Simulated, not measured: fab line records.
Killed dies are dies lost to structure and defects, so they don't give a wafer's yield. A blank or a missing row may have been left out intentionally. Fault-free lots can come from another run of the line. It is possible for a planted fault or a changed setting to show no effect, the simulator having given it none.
Split-lot study	flow berkeley-cmos170	route with 331 steps; 5 lots, 23 wafers read

ABOUT THE SPLIT
At UCB170_NLDD_IMPLANT_09, the setting energy-kev was moved away from the recipe's 30 on 9 of the 23 wafers read, by -2.4% to +5.2%. The other wafers ran this setting at the recipe's value.

The reading comes from the split's own step.

THE READING
In nm, at UCB170_NLDD_IMPLANT_09: implant.drp-nm, which is the simulator's own figure and was read by no gauge. The file does not state a usual value for it.

wafer	tool, chamber at the split	energy-kev as run	against the recipe	implant.drp-nm, nm	against lot-mates on the recipe
L075.1	implanter-01, 0	30	recipe	9.611	-
L075.2	implanter-01, 0	30	recipe	9.611	-
L075.5	implanter-01, 0	30	recipe	9.611	-
L075.3	implanter-01, 0	31.55	+5.2%	9.973	+0.362
L075.4	implanter-01, 0	31.55	+5.2%	9.973	+0.362
L076.1	implanter-04, 0	30	recipe	9.611	-
L076.4	implanter-04, 0	30	recipe	9.611	-
L076.5	implanter-04, 0	30	recipe	9.611	-
L076.3	implanter-04, 0	30.63	+2.1%	9.758	+0.147
L076.6	implanter-04, 0	30.63	+2.1%	9.758	+0.147
L078.1	implanter-04, 0	30	recipe	9.611	-
L078.3	implanter-04, 0	30	recipe	9.611	-
L078.5	implanter-04, 0	30	recipe	9.611	-
L079.1	implanter-01, 0	30	recipe	9.611	-
L079.2	implanter-01, 0	30	recipe	9.611	-
L079.6	implanter-01, 0	30	recipe	9.611	-
L079.3	implanter-01, 0	29.28	-2.4%	9.442	-0.169
L079.5	implanter-01, 0	29.28	-2.4%	9.442	-0.169
L082.1	implanter-01, 0	30	recipe	9.611	-
L082.4	implanter-01, 0	30	recipe	9.611	-
L082.2	implanter-01, 0	30.63	+2.1%	9.758	+0.147
L082.3	implanter-01, 0	30.63	+2.1%	9.758	+0.147
L082.6	implanter-01, 0	30.63	+2.1%	9.758	+0.147

THE FIT
A straight line over all 23 wafers: implant.drp-nm changes by +0.0701 nm for each +1% of energy-kev; r = +1.00; the points scatter about the line by 0.00022 nm.
The same after taking each lot's own level away (the mean of its wafers on the recipe; 23 wafers): +0.0701 nm for each +1%; r = +1.00; scatter 0.00022 nm.
On that fit, the largest move of energy-kev shifts the reading by 0.36 nm.
The lots' own levels span 9.6110 to 9.6110 nm.
Hence the lot-to-lot level has little effect on the slope; both slopes agree.
Check: with one of the wafers moved furthest among these (+5.2%) left out of the fit, the line predicts +0.362 nm for it against its lot-mates. It came out at +0.362 nm against them.

THESE WAFERS: OTHER SPLITS
Note: prior to the reading, these wafers also went through further splits. Each is held against what the fit with the lots' levels taken away leaves over:
other split on the same wafers	wafers away from the commonest value	r with implant.drp-nm (lot level and that fit taken away)
UCB170_GATE_EXPOSE_09 dose-mj	7	-0.03
UCB170_GATE_ETCH_14 bias-w	5	+0.17
UCB170_PLDD_COAT_01 spin-rpm	8	+0.18

THE WHOLE CHAIN: every reading that the file lists as answering this split, in the file's order
step	what it does	reading	change (the file's fit)	r (the file's)
UCB170_NLDD_IMPLANT_09		implant.rp-nm (the simulator's own value, which no gauge read)	+0.16 nm for each +1% of the setting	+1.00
UCB170_NLDD_IMPLANT_09		implant.drp-nm (the simulator's own value, which no gauge read)	+0.0702 nm for each +1% of the setting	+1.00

FILE'S OWN FIT
implant.drp-nm changes by +0.0702 nm for each +1% of energy-kev, r = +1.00.
